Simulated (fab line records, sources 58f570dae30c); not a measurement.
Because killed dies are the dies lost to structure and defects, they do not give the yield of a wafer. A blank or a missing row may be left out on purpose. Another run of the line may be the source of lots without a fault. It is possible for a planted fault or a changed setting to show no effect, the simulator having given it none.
Split-lot trial -- flow berkeley-cmos170 -- 23 wafers read across 5 lots, on a route 331 steps long

== ON THE SPLIT ==
At UCB170_PWELL_COAT_08 (resist thk 900 nm), the setting resist-thk-nm was moved away from the recipe's 900 nm on 5 of the 23 wafers read, by -5.2% to -4.4%. For the rest of the wafers, this setting stayed at what the recipe calls for.

== FROM THE SPLIT TO THE READING: what the file shows between them, 3 steps ==
- UCB170_PWELL_SOFTBAKE_09: time 60 s
- UCB170_PWELL_EXPOSE_10: exposes mask PWELL, target cd 3000 nm
- UCB170_PWELL_DEVELOP_12: develop time 45 s

== THE READING ==
KrF_of_PWELL_COAT_08.thk-nm (the simulator's own value, which no gauge read), in nm, at UCB170_PWELL_ETCH_14 (etches Si3N4 in CH3F/Ar/O2, stops on SiO2, target depth 242 nm, time 151 s). The file gives no usual value for it. The 18 wafers here that ran the recipe average 722.6 nm, standard deviation 3.1 nm.

wafer,"tool, chamber at the split","resist-thk-nm as run, nm",against the recipe,"KrF_of_PWELL_COAT_08.thk-nm, nm",against lot-mates on the recipe
L076.1,"litho-track-02, 0",860.4,-4.4%,681.8,-39.6
L076.2,"litho-track-02, 0",900,recipe,722.9,-
L076.3,"litho-track-02, 0",860.4,-4.4%,684.1,-37.3
L076.4,"litho-track-02, 0",900,recipe,721.2,-
L076.6,"litho-track-02, 0",900,recipe,720,-
L077.1,"litho-track-02, 0",900,recipe,719.2,-
L077.2,"litho-track-02, 0",853.5,-5.2%,676.6,-44.5
L077.4,"litho-track-02, 0",853.5,-5.2%,677.5,-43.6
L077.5,"litho-track-02, 0",853.5,-5.2%,681.1,-40.0
L077.6,"litho-track-02, 0",900,recipe,723,-
L078.1,"litho-track-04, 0",900,recipe,720.7,-
L078.2,"litho-track-04, 0",900,recipe,726.1,-
L078.4,"litho-track-04, 0",900,recipe,720.9,-
L078.5,"litho-track-04, 0",900,recipe,728.5,-
L078.6,"litho-track-04, 0",900,recipe,722.3,-
L082.1,"litho-track-02, 0",900,recipe,730.3,-
L082.3,"litho-track-02, 0",900,recipe,726,-
L082.4,"litho-track-02, 0",900,recipe,720,-
L083.1,"litho-track-04, 0",900,recipe,719.5,-
L083.3,"litho-track-04, 0",900,recipe,722.6,-
L083.4,"litho-track-04, 0",900,recipe,720.2,-
L083.5,"litho-track-04, 0",900,recipe,719.6,-
L083.6,"litho-track-04, 0",900,recipe,723.4,-

FIT RESULTS
A straight line over all 23 wafers: KrF_of_PWELL_COAT_08.thk-nm changes by +8.69 nm for each +1% of resist-thk-nm; r = +0.99; the points scatter about the line by 3.1 nm.
The same after taking each lot's own level away (the mean of its wafers on the recipe; 23 wafers): +8.41 nm for each +1%; r = +0.99; scatter 2.6 nm.
Per that fit: largest resist-thk-nm move, reading shift of 43 nm.
Measured against the standard deviation above, the lots' own levels, which go from 721.06 to 725.43 nm, span 1.4 times it.
Hence the lot-to-lot level has little effect on the slope; both slopes agree.
Check: -43.2 nm against its lot-mates is what the line predicts for one of the wafers moved furthest among these (-5.2%) when that wafer is left out of the fit. Against them it came out at -44.5 nm.

== ADDITIONAL SPLITS CARRIED BY THESE WAFERS ==
Other splits were also applied to these wafers ahead of the reading. Each is held against what the fit with the lots' levels taken away leaves over:
other split on the same wafers,wafers away from the commonest value,r with KrF_of_PWELL_COAT_08.thk-nm (lot level and that fit taken away)
UCB170_ZERO_STRIP_07 o2-flow-sccm,10,-0.01

== THE WHOLE CHAIN: every reading that the file lists as answering this split, in the file's order ==
step,what it does,reading,change (the file's fit),r (the file's)
UCB170_PWELL_COAT_08,resist thk 900 nm,"KrF_of_PWELL_COAT_08.thk-nm (the simulator's own value, which no gauge read)",+8.66 nm for each +1% of the setting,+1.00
UCB170_PWELL_ETCH_14,"etches Si3N4 in CH3F/Ar/O2, stops on SiO2, target depth 242 nm, time 151 s","KrF_of_PWELL_COAT_08.thk-nm (the simulator's own value, which no gauge read)",+8.46 nm for each +1% of the setting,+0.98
UCB170_PWELL_STRIP_16,strips in O2,strip-time-to-endpoint-s,withheld for each +1% of the setting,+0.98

== THE FILE'S OWN FIT ==
KrF_of_PWELL_COAT_08.thk-nm changes by +8.46 nm for each +1% of resist-thk-nm, r = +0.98.
